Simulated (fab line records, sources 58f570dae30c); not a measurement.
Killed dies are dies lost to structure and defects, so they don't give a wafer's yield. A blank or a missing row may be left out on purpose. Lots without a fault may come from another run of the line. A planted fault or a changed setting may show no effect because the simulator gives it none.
A struck lot beside a sound one | flow berkeley_cmos170 | 15 steps out of a route of 331
Sound: wafers L251.1, L251.3, L251.5. Struck: wafers L253.1, L253.4, L253.5. The cause comes at the end.
At each step with rows: each side's tool, then ch and its chambers, then its first start. Under that, the readings that differ: sound wafers | struck wafers | difference of the means | sigmas: that difference in standard deviations of wafers without a fault.
alike: readings whose means differ by less than 2 such deviations, and words and numbers that are the same on both sides. not compared: withheld readings, readings that some wafer has no value for, bounds like >300 that may hide the same value, and numbers for which the record gives no deviation and whose values overlap.
The two part at a step that has a row with sigmas, a row that says differs or no value, or rows on one side only. Numbers that don't overlap but have no deviation are shown without sigmas and don't part them. A reading that every wafer of one side lacks parts them only if that side has two wafers or more.

first, 6 steps without rows for these wafers: UCB170_ZERO_HMDS_00 (prime time 60 s); UCB170_ZERO_COAT_01 (resist thk 900 nm); UCB170_ZERO_SOFTBAKE_02 (time 60 s); UCB170_ZERO_EXPOSE_03 (exposes mask PM MARKS, target cd 4000 nm); UCB170_ZERO_PEB_04; UCB170_ZERO_DEVELOP_05 (develop time 45 s).
UCB170_ZERO_ETCH_06: etches SiO2 in CHF3/CF4/Ar, time 12 s.
  sound on rie_diel-01 ch 2,3, day 4 02:37; struck on rie_diel-03 ch 2,3, day 4 11:16
  reading               | sound             | struck            | difference | sigmas
  oes_product_au (a.u.) | 0.599 0.609 0.620 | 0.634 0.633 0.638 | +0.026     | +2
  alike: drypump_motor_current_A, mfc_ar_sccm, throttle_valve_pct
  not compared: rf_hours_counter_h
UCB170_ZERO_STRIP_07: strips in O2.
  sound on plasma_asher-03 ch 0,1, day 4 02:38; struck on plasma_asher-01 ch 0,1, day 4 11:17
  reading                      | sound             | struck            | difference | sigmas
  strip_time_to_endpoint_s (s) | 21.61 21.52 21.54 | 21.42 21.40 21.41 | -0.15      | -2
  alike: drypump_motor_current_A, oes_product_au
  not compared: rf_hours_counter_h
then, 2 steps without rows for these wafers: UCB170_NWELL_WET_ETCH_00 (etches SiO2 in dHF, time 200 s); UCB170_NWELL_OXIDATION_01 (target thk 26.4 nm, ox time 1260 s).
UCB170_NWELL_THK_MEAS_02:
  sound on film_metro-03, day 4 08:39; struck on film_metro-03, day 4 16:22
  alike: NWELL_OXIDE_THK
then, 1 step without rows for these wafers: UCB170_NWELL_ANNEAL_03 (time 900 s).
UCB170_NWELL_CVD_04: deposits Si3N4 from SiH2Cl2/NH3, target thk 224 nm, time 3360 s.
  sound on lpcvd-01 ch 1, day 4 15:44; struck on lpcvd-02 ch 1, day 5 01:26
  reading                                 | sound             | struck            | difference | sigmas
  model.Si3N4_of_NWELL_CVD_04.thk_nm (nm) | 223.1 221.3 223.9 | 344.6 342.8 342.7 | +120.6     |
  alike: spike_tc_source_C
UCB170_NWELL_THK_MEAS_05:
  sound on film_metro-03, day 4 17:40; struck on film_metro-03, day 5 03:35
  reading                | sound             | struck            | difference | sigmas
  NWELL_NITRIDE_THK (nm) | 223.2 221.4 223.8 | 344.6 342.6 342.8 | +120.5     | +57
  not compared: hold
then, 1 step without rows for these wafers: UCB170_M3_PROBE_99.

WHERE THEY PART
First at UCB170_ZERO_ETCH_06; last, within this record, at UCB170_NWELL_THK_MEAS_05.

WHY: what the simulator had put in
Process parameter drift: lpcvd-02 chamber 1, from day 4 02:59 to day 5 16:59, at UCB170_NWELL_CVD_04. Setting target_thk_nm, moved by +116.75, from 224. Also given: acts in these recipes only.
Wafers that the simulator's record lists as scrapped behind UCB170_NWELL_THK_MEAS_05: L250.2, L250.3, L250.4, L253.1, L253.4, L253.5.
